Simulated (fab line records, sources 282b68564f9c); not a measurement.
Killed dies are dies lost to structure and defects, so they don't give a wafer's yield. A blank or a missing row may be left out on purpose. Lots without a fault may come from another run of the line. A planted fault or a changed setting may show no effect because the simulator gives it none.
Problem report in the 8D (eight disciplines) form, filled by code | flow rit_cmos | the parts of the form that need people (team, actions taken, sign-off) are left out

1. THE PROBLEM
tube_center_temp_C at RIT_REOX_OXIDATION_03 reads a mean of 894.11 C on 6 wafers of 2 lots; wafers without a fault read 900.01 C with a standard deviation of 0.076. That is -78 standard deviations from the usual mean.
The step: target thk 25.2 nm, ox time 5580 s.
First seen on wafer L953.3, day 6 08:19, on furnace-02. The record holds 42 wafers of 14 lots with a number at this step. Rule for "out", or "out of limits": more than 4 standard deviations from the usual mean. The other wafers with a number count as sound.

2. WHAT IT IS AND WHAT IT IS NOT
question                    | is                                                                                                | is not
which readings at this step | tube_center_temp_C, spike_tc_centre_C, spike_tc_load_C, spike_tc_source_C, tube_center_temp_C_max | -
which lots                  | L953, L954                                                                                        | L935, L936, L937, L938, L939, L940, L941, L942, L943, L944, L945, L946
which wafers of those lots  | all that have a number                                                                            | -
read on which tools         | furnace-02                                                                                        | furnace-01, furnace-03
when                        | from day 6 08:19                                                                                  | up to then (36 sound wafers)

3. SUSPECTS, AND WHAT RULES EACH OUT
Counting: a tool at a process step up to the reading stays a suspect if it ran every lot that is out and no sound lot after the first of them.
- furnace-02 at RIT_REOX_OXIDATION_03 (target thk 25.2 nm, ox time 5580 s): kept. It ran every lot that is out, first L953 (day 6 08:19), and no sound lot after that; its last sound lot up to then is L944 (day 4 10:38). Its own readings are out on those wafers: spike_tc_centre_C, spike_tc_load_C, spike_tc_source_C, tube_center_temp_C, tube_center_temp_C_max.
Left after counting: furnace-02 at RIT_REOX_OXIDATION_03.

4. THE CAUSE (what the simulator had put in)
Process parameter drift: furnace-02, from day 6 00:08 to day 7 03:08, at RIT_REOX_OXIDATION_03. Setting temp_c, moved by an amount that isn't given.
Counting left only this tool.

5. THE CHAIN OF EFFECTS, in route order
Each row: a reading whose mean over the struck wafers that have a number lies more than 3 standard deviations from the usual. Only readings for which the record gives a usual standard deviation are gone through. hours: the time from each lot's start at the first step in this table that gives one to its start at this step, as a median over the lots. sigmas: the change in usual standard deviations.
hours | step                  | reading                | usual    | on struck wafers | change | sigmas
0     | RIT_REOX_OXIDATION_03 | spike_tc_centre_C      | 902.8 C  | 896.5            | -6.2   | -6.4
0     | RIT_REOX_OXIDATION_03 | spike_tc_load_C        | 926.1 C  | 919.6            | -6.5   | -5.4
0     | RIT_REOX_OXIDATION_03 | spike_tc_source_C      | 923.3 C  | 916.1            | -7.2   | -5.2
0     | RIT_REOX_OXIDATION_03 | tube_center_temp_C     | 900.01 C | 894.11           | -5.90  | -78
0     | RIT_REOX_OXIDATION_03 | tube_center_temp_C_max | 902.3    | 896.2            | -6.0   | -15
3     | RIT_REOX_THK_MEAS_04  | REOX_OXIDE_THK         | 25.3 nm  | 23.6             | -1.7   | -3.4
The process steps in it:
- RIT_REOX_OXIDATION_03: target thk 25.2 nm, ox time 5580 s.

6. WHAT WOULD HAVE CAUGHT IT SOONER
In this record the first reading out of limits was taken at day 6 08:19, 8 hours after the fault began at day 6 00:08.
